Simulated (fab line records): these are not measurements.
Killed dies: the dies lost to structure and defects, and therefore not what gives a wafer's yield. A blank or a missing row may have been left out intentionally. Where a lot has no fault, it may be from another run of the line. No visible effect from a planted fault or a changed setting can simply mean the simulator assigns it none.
Split-lot study -- flow berkeley-cmos170 -- 5 lots, 23 wafers read, on a route of 331 steps

SPLIT DETAILS
At UCB170_NSD_IMPLANT_08, the setting energy-kev was moved away from the recipe's 40 on 6 of the 23 wafers read, by -1.8% to +2.1%. The other wafers ran this setting at the recipe's value.

The reading comes from the split's own step.

THE READING
The simulator's own value implant.drp-nm, read by no gauge, in nm at UCB170_NSD_IMPLANT_08. The file gives no usual value for it.

wafer,"tool, chamber at the split",energy-kev as run,against the recipe,"implant.drp-nm, nm",against lot-mates on the recipe
L075.1,"implanter-04, 0",40,recipe,21.16,-
L075.2,"implanter-04, 0",40,recipe,21.16,-
L075.5,"implanter-04, 0",40,recipe,21.16,-
L079.1,"implanter-03, 0",40.85,+2.1%,21.54,+0.38
L079.5,"implanter-03, 0",40.85,+2.1%,21.54,+0.38
L079.6,"implanter-03, 0",40.85,+2.1%,21.54,+0.38
L079.3,"implanter-03, 0",40,recipe,21.16,-
L079.4,"implanter-03, 0",40,recipe,21.16,-
L080.1,"implanter-03, 0",40,recipe,21.16,-
L080.4,"implanter-03, 0",40,recipe,21.16,-
L080.3,"implanter-03, 0",39.3,-1.8%,20.84,-0.32
L080.5,"implanter-03, 0",39.3,-1.8%,20.84,-0.32
L080.6,"implanter-03, 0",39.3,-1.8%,20.84,-0.32
L083.1,"implanter-04, 0",40,recipe,21.16,-
L083.3,"implanter-04, 0",40,recipe,21.16,-
L083.4,"implanter-04, 0",40,recipe,21.16,-
L083.5,"implanter-04, 0",40,recipe,21.16,-
L083.6,"implanter-04, 0",40,recipe,21.16,-
L084.2,"implanter-03, 0",40,recipe,21.16,-
L084.3,"implanter-03, 0",40,recipe,21.16,-
L084.4,"implanter-03, 0",40,recipe,21.16,-
L084.5,"implanter-03, 0",40,recipe,21.16,-
L084.6,"implanter-03, 0",40,recipe,21.16,-

THE FIT
A straight line over all 23 wafers: implant.drp-nm changes by +0.181 nm for each +1% of energy-kev; r = +1.00; the points scatter about the line by 0.0018 nm.
The same after taking each lot's own level away (the mean of its wafers on the recipe; 23 wafers): +0.181 nm for each +1%; r = +1.00; scatter 0.0018 nm.
On that fit, the largest move of energy-kev shifts the reading by 0.38 nm.
The lots' own levels span 21.160 to 21.160 nm.
Hence the lot-to-lot level has little effect on the slope; both slopes agree.
Check: +0.383 nm against its lot-mates is what the line predicts for one of the wafers moved furthest among these (+2.1%) when that wafer is left out of the fit. It came out at +0.38 nm against them.

THE WHOLE CHAIN: every reading that the file lists as answering this split, in the file's order
step,what it does,reading,change (the file's fit),r (the file's)
UCB170_NSD_IMPLANT_08,,"implant.rp-nm (the simulator's own value, which no gauge read)",+0.466 nm for each +1% of the setting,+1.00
UCB170_NSD_IMPLANT_08,,"implant.drp-nm (the simulator's own value, which no gauge read)",+0.179 nm for each +1% of the setting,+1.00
UCB170_NSD_STRIP_09,strips in O2,strip-time-to-endpoint-s,withheld for each +1% of the setting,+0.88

THE FILE'S OWN FIT
implant.drp-nm changes by +0.179 nm for each +1% of energy-kev, r = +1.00.
